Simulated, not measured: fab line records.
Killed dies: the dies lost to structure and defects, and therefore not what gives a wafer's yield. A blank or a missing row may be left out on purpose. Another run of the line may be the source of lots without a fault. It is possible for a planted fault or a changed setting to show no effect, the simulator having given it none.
Problem report, 8D (eight disciplines) form, completed by code | flow rit cmos | the parts of the form that need people (team, actions taken, sign-off) are left out

## 1. THE ISSUE
At RIT_NRETRO_IMPLANT_08, dose ions cm2 averages 1.017e+13 over 6 wafers from 2 lots, while fault-free wafers read 9.997e+12, standard deviation 1.2e+10. Measured from the usual mean, that is +15 standard deviations.
The first sign was on wafer L776.2 at day 5 12:35, on implanter-03. Wafers with a number at this step in the record: 42, from 14 lots. By rule, "out" or "out of limits" means more than 4 standard deviations away from the usual mean. The rest of the wafers with a number are treated as sound.

## 2. WHAT IT IS; WHAT IT IS NOT
question                    | is                     | is not
which readings at this step | dose ions cm2          | beam on s, tilt deg
which lots                  | L776, L780             | L762, L763, L764, L766, L767, L768, L769, L770, L774, L775, L777, L778
which wafers of those lots  | all that have a number | -
read on which tools         | implanter-03           | implanter-01, implanter-02
when                        | from day 5 12:35       | up to then (30 sound wafers); but 6 sound wafers of L777, L778 came after

## 3. THE SUSPECTS, EACH WITH WHAT RULES IT OUT
Counting: a tool at a process step up to the reading stays a suspect if it ran every lot that is out and no sound lot after the first of them.
- implanter-03 at RIT_NRETRO_IMPLANT_08: kept. It processed each lot that is out, first L776 at day 5 12:35, and no sound lot thereafter; up to then, the last sound lot it processed was L775 at day 5 03:06. Its own dose ions cm2 readings are out on those wafers.
Left after counting: implanter-03 at RIT_NRETRO_IMPLANT_08.

## 4. THE CAUSE (what the simulator had put in)
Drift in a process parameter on implanter-03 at RIT_NRETRO_IMPLANT_08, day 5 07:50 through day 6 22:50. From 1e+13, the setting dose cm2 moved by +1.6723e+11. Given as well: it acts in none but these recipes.
Only this tool survived the counting.

## 5. SEQUENCE OF EFFECTS, ordered by route
Rows list readings where the struck wafers' mean (over those with a number) sits beyond 3 standard deviations from the usual. Readings are gone through only where the record gives a usual standard deviation; hours: the median, over the lots, of the time from a lot's start at the first step in this table giving one to that lot's start at this step; sigmas: the change measured in usual standard deviations.
hours | step                  | reading       | usual     | on struck wafers | change     | sigmas
0     | RIT_NRETRO_IMPLANT_08 | dose ions cm2 | 9.997e+12 | 1.017e+13        | +1.772e+11 | +15
Its process steps:
- RIT_NRETRO_IMPLANT_08

## 6. WHAT WOULD HAVE CAUGHT IT SOONER
First out-of-limits reading in this record: day 5 12:35, which is 5 hours after fault onset at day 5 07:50.
